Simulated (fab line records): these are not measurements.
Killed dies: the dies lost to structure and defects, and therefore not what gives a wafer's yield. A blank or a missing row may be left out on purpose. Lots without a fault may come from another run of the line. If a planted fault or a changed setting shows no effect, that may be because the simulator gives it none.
Chamber matching || flow berkeleyCmos170 || cmp-02 running UCB170_V2_CMP_02: 4 sister chambers
The step polishes SiO2. 4 wafers are shown with their chamber, then 8 later ones without.

EACH WAFER AND ITS CHAMBER
{"wafer": "L533.1", "chamber": 0, "motorCurrentA (A)": 16.2}
{"wafer": "L533.5", "chamber": 3, "motorCurrentA (A)": 20.2}
{"wafer": "L534.4", "chamber": 1, "motorCurrentA (A)": 15.0}
{"wafer": "L536.1", "chamber": 2, "motorCurrentA (A)": 16.4}

WAFERS MISSING THEIR CHAMBER
{"wafer": "L536.2", "motorCurrentA (A)": 15.5}
{"wafer": "L536.6", "motorCurrentA (A)": 16.7}
{"wafer": "L538.4", "motorCurrentA (A)": 19.6}
{"wafer": "L538.5", "motorCurrentA (A)": 15.8}
{"wafer": "L538.6", "motorCurrentA (A)": 15.3}
{"wafer": "L539.1", "motorCurrentA (A)": 15.9}
{"wafer": "L539.3", "motorCurrentA (A)": 16.5}
{"wafer": "L539.6", "motorCurrentA (A)": 15.3}

EACH ONE'S CHAMBER
{"wafer": "L536.2", "from the rows above": "can't be placed: 1 or 0 or 2", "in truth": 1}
{"wafer": "L536.6", "from the rows above": "can't be placed: 2 or 0", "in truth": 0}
{"wafer": "L538.4", "from the rows above": 3, "in truth": 3}
{"wafer": "L538.5", "from the rows above": "can't be placed: 0 or 2 or 1", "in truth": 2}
{"wafer": "L538.6", "from the rows above": "can't be placed: 1 or 0", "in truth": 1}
{"wafer": "L539.1", "from the rows above": "can't be placed: 0 or 2 or 1", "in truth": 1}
{"wafer": "L539.3", "from the rows above": "can't be placed: 2 or 0", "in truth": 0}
{"wafer": "L539.6", "from the rows above": "can't be placed: 1 or 0", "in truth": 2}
1 of 8 placed correctly. Not placeable from these rows: 7 (in 6, the candidates include the true chamber). Placed wrongly: 0.
How it was worked out, from the rows above alone: a wafer's distance from a chamber is the root of the sum, over the readings, of the square of ((its reading less the chamber's mean) divided by the reading's scatter). The wafer belongs to the nearest chamber; if the next one is less than 2 further off, it can't be placed. For every chamber, the mean is computed from those of its wafers that are shown. The scatter: with one shown wafer a chamber, the root of the mean of the squares of how far each hidden wafer lies from its nearest shown one.
